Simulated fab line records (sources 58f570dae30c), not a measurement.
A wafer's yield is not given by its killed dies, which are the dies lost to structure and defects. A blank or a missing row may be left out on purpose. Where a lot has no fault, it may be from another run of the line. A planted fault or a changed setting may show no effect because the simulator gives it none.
Split-lot trial + flow berkeley-cmos170 + 23 wafers read across 5 lots, on a route 331 steps long

## THE SPLIT ITSELF
At UCB170_ACTIVE_CVD_05 (deposits Si3N4 from SiH2Cl2/NH3, target thk 220 nm, time 3300 s), the setting time-s was moved away from the recipe's 3300 s on 20 of the 23 wafers read, by +7.0% to +13.4%. The other wafers ran this setting at the recipe's value.

Between the split and the reading, the file records no step.

## THE READING
At UCB170_ACTIVE_THK_MEAS_06: ACTIVE_NITRIDE_THK, given in nm. Fault-free wafers of this fab line usually give 219.7 nm, standard deviation 2.4 nm.

| wafer  | tool, chamber at the split | time-s as run, s | against the recipe | ACTIVE_NITRIDE_THK, nm | against lot-mates on the recipe |
|--------|----------------------------|------------------|--------------------|------------------------|---------------------------------|
| L077.2 | lpcvd-01, 0                | 3300             | recipe             | 217.8                  | -                               |
| L077.3 | lpcvd-01, 0                | 3300             | recipe             | 216.9                  | -                               |
| L077.5 | lpcvd-01, 0                | 3300             | recipe             | 218.9                  | -                               |
| L081.1 | -, -                       | 3531             | +7.0%              | 230.3                  | no lot-mate on the recipe       |
| L081.2 | -, -                       | 3531             | +7.0%              | 229.5                  | no lot-mate on the recipe       |
| L081.4 | -, -                       | 3531             | +7.0%              | 231.8                  | no lot-mate on the recipe       |
| L081.5 | -, -                       | 3531             | +7.0%              | 231.9                  | no lot-mate on the recipe       |
| L081.6 | -, -                       | 3531             | +7.0%              | 230.4                  | no lot-mate on the recipe       |
| L082.1 | -, -                       | 3741             | +13.4%             | 252.7                  | no lot-mate on the recipe       |
| L082.2 | -, -                       | 3741             | +13.4%             | 250.3                  | no lot-mate on the recipe       |
| L082.3 | -, -                       | 3741             | +13.4%             | 252.5                  | no lot-mate on the recipe       |
| L082.4 | -, -                       | 3741             | +13.4%             | 252.1                  | no lot-mate on the recipe       |
| L082.5 | -, -                       | 3741             | +13.4%             | 250.8                  | no lot-mate on the recipe       |
| L083.1 | -, -                       | 3670             | +11.2%             | 244.9                  | no lot-mate on the recipe       |
| L083.2 | -, -                       | 3670             | +11.2%             | 245.1                  | no lot-mate on the recipe       |
| L083.3 | -, -                       | 3670             | +11.2%             | 246.5                  | no lot-mate on the recipe       |
| L083.4 | -, -                       | 3670             | +11.2%             | 247.0                  | no lot-mate on the recipe       |
| L083.5 | -, -                       | 3670             | +11.2%             | 246.0                  | no lot-mate on the recipe       |
| L084.1 | -, -                       | 3742             | +13.4%             | 251.1                  | no lot-mate on the recipe       |
| L084.3 | -, -                       | 3742             | +13.4%             | 252.8                  | no lot-mate on the recipe       |
| L084.4 | -, -                       | 3742             | +13.4%             | 249.9                  | no lot-mate on the recipe       |
| L084.5 | -, -                       | 3742             | +13.4%             | 249.9                  | no lot-mate on the recipe       |
| L084.6 | -, -                       | 3742             | +13.4%             | 251.1                  | no lot-mate on the recipe       |

FIT RESULTS
A straight line over all 23 wafers: ACTIVE_NITRIDE_THK changes by +2.64 nm for each +1% of time-s; r = +0.99; the points scatter about the line by 2.1 nm.
Too few moved wafers with a lot-mate on the recipe to fit a line net of each lot's own level.

## THE WHOLE CHAIN: every reading that the file lists as answering this split, in the file's order
| step                      | what it does                                                    | reading                                                                        | change (the file's fit)              | r (the file's) |
|---------------------------|-----------------------------------------------------------------|--------------------------------------------------------------------------------|--------------------------------------|----------------|
| UCB170_ACTIVE_CVD_05      | deposits Si3N4 from SiH2Cl2/NH3, target thk 220 nm, time 3300 s | Si3N4_of_ACTIVE_CVD_05.thk-nm (the simulator's own value, which no gauge read) | +2.64 nm for each +1% of the setting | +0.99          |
| UCB170_ACTIVE_THK_MEAS_06 |                                                                 | ACTIVE_NITRIDE_THK                                                             | +2.64 for each +1% of the setting    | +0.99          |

## THE FILE'S OWN FIT
ACTIVE_NITRIDE_THK changes by +2.64 nm for each +1% of time-s, r = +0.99.
